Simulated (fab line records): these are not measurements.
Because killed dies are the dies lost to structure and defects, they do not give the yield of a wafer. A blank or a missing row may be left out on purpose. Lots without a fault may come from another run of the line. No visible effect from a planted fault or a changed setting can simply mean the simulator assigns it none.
Which tool was responsible? | flow rit_cmos | 14 lots with 41 wafers sampled at 3 steps, on a route of 202 steps

## WHAT THE GAUGES SHOWED, per wafer
RIT_PWELL_TW_MEAS_10. Usual: PWELL_TW 959, standard deviation 9.
lot  | measured    | on            | PWELL_TW    | flag
L984 | day 2 00:36 | film_metro-01 | 960 959 962 |
L985 | day 2 05:43 | film_metro-01 | 958 958 957 |
L988 | day 2 20:58 | film_metro-01 | 959 957 958 |
L989 | day 3 04:29 | film_metro-03 | 909 905     | OFF
L992 | day 3 17:35 | film_metro-03 | 903 904 910 | OFF
L993 | day 3 22:41 | film_metro-01 | 955 957 957 |
L996 | day 4 12:28 | film_metro-04 | 965 969 968 |
L998 | day 4 20:45 | film_metro-03 | 947 945 943 |
L100 | day 5 08:38 | film_metro-04 | 968 971 962 |
L101 | day 5 13:05 | film_metro-04 | 962 965 961 |
L104 | day 6 03:55 | film_metro-01 | 957 955 955 |
L105 | day 6 09:13 | film_metro-04 | 969 966 971 |
L106 | day 6 13:07 | film_metro-01 | 955 959 959 |
L107 | day 6 17:27 | film_metro-01 | 947 955 951 |

RIT_WELLDRIVE_RS_MEAS_02: a four-point-probe measurement. Usual: PWELL_RS 424.4 ohm/sq, standard deviation 1.1.
lot  | measured    | on            | PWELL_RS (ohm/sq) | flag
L984 | day 2 06:37 | film_metro-01 | 424.1 425.4 423.7 |
L985 | day 2 11:43 | film_metro-03 | 424.6 423.7 424.7 |
L988 | day 3 02:25 | film_metro-01 | 424.0 423.4 424.6 |
L989 | day 3 09:48 | film_metro-03 | 454.3 454.4       | OFF
L992 | day 3 23:06 | film_metro-03 | 456.0 454.3 455.5 | OFF
L993 | day 4 05:27 | film_metro-03 | 424.3 424.5 423.1 |
L996 | day 4 18:05 | film_metro-04 | 426.1 425.5 424.7 |
L998 | day 5 02:01 | film_metro-03 | 423.7 422.6 423.0 |
L100 | day 5 13:54 | film_metro-01 | 423.4 422.3 425.7 |
L101 | day 5 18:59 | film_metro-01 | 423.8 423.5 423.9 |
L104 | day 6 09:11 | film_metro-03 | 424.9 426.0 426.3 |
L105 | day 6 14:29 | film_metro-04 | 424.3 424.6 424.4 |
L106 | day 6 19:45 | film_metro-03 | 424.5 425.0 426.6 |
L107 | day 7 00:28 | film_metro-03 | 426.4 426.3 425.7 |

## WHICH TOOL RAN EACH LOT (tool, then ch and the chambers of the sampled wafers, then the start)
lot  | RIT_PWELL_IMPLANT_08
L984 | implanter-03 ch 0, day 2 00:17
L985 | implanter-03 ch 0, day 2 05:23
L988 | implanter-02 ch 0, day 2 20:38
L989 | implanter-03 ch 0, day 3 04:14
L992 | implanter-03 ch 0, day 3 17:16
L993 | implanter-02 ch 0, day 3 22:22
L996 | implanter-02 ch 0, day 4 12:11
L998 | implanter-02 ch 0, day 4 20:25
L100 | implanter-02 ch 0, day 5 08:19
L101 | implanter-02 ch 0, day 5 12:46
L104 | implanter-02 ch 0, day 6 03:35
L105 | implanter-03 ch 0, day 6 08:53
L106 | implanter-01 ch 0, day 6 12:48
L107 | implanter-02 ch 0, day 6 17:08
- RIT_PWELL_IMPLANT_08

## AS READ BY THE TOOLS THEMSELVES (means over the sampled wafers that have a number; for cases with no such wafer, the mark the record gives instead)
RIT_PWELL_IMPLANT_08. Usual: beam_on_s 10.01 s, standard deviation 0.21; faraday_current_uA 226, standard deviation 4.7; tilt_deg 7.002 degrees, standard deviation 0.021.
lot  | tool         | beam_on_s (s) | faraday_current_uA | tilt_deg (degrees) | flag
L984 | implanter-03 | 10.13         | 223                | 6.987              |
L985 | implanter-03 | 10.02         | 226                | 6.983              |
L988 | implanter-02 | 10.22         | 221                | 7.033              |
L989 | implanter-03 | 8.89          | 254                | 7.010              | OFF
L992 | implanter-03 | 8.86          | 255                | 6.993              | OFF
L993 | implanter-02 | 10.02         | 226                | 7.020              |
L996 | implanter-02 | 9.74          | 231                | 7.008              |
L998 | implanter-02 | 9.93          | 227                | 7.027              |
L100 | implanter-02 | 10.11         | 223                | 6.993              |
L101 | implanter-02 | 10.00         | 226                | 6.989              |
L104 | implanter-02 | 10.08         | 224                | 6.998              |
L105 | implanter-03 | 10.00         | 225                | 6.981              |
L106 | implanter-01 | 10.05         | 225                | 6.990              |
L107 | implanter-02 | 9.84          | 229                | 7.016              |

## THE ANSWER, worked out from the rows above alone
Rule: lot off if the mean of its wafers having a number is beyond 3 standard deviations from the usual mean. Also off: a lot with no number at a reading for which 4 or more lots have one. Any other lot the step has rows for is counted as sound. After the gauges, taken in route order, come the tools' own readings; for these a lot's mean is taken, as printed above. The first step at which some lot is off is used, and at that step the reading that is off furthest; a lot without a number counts as furthest.
Off: at RIT_PWELL_TW_MEAS_10 (PWELL_TW), L989, L992.
A tool fits if, at a process step before that reading, it ran every lot that is off, and no sound lot after the first of them. Not tried: the gauges at RIT_PWELL_TW_MEAS_10; whatever is off there is also off at RIT_PWELL_IMPLANT_08, on other tools, and gauge error can't account for it. None of those tried fits.

## WHAT WAS PUT IN BY THE SIMULATOR
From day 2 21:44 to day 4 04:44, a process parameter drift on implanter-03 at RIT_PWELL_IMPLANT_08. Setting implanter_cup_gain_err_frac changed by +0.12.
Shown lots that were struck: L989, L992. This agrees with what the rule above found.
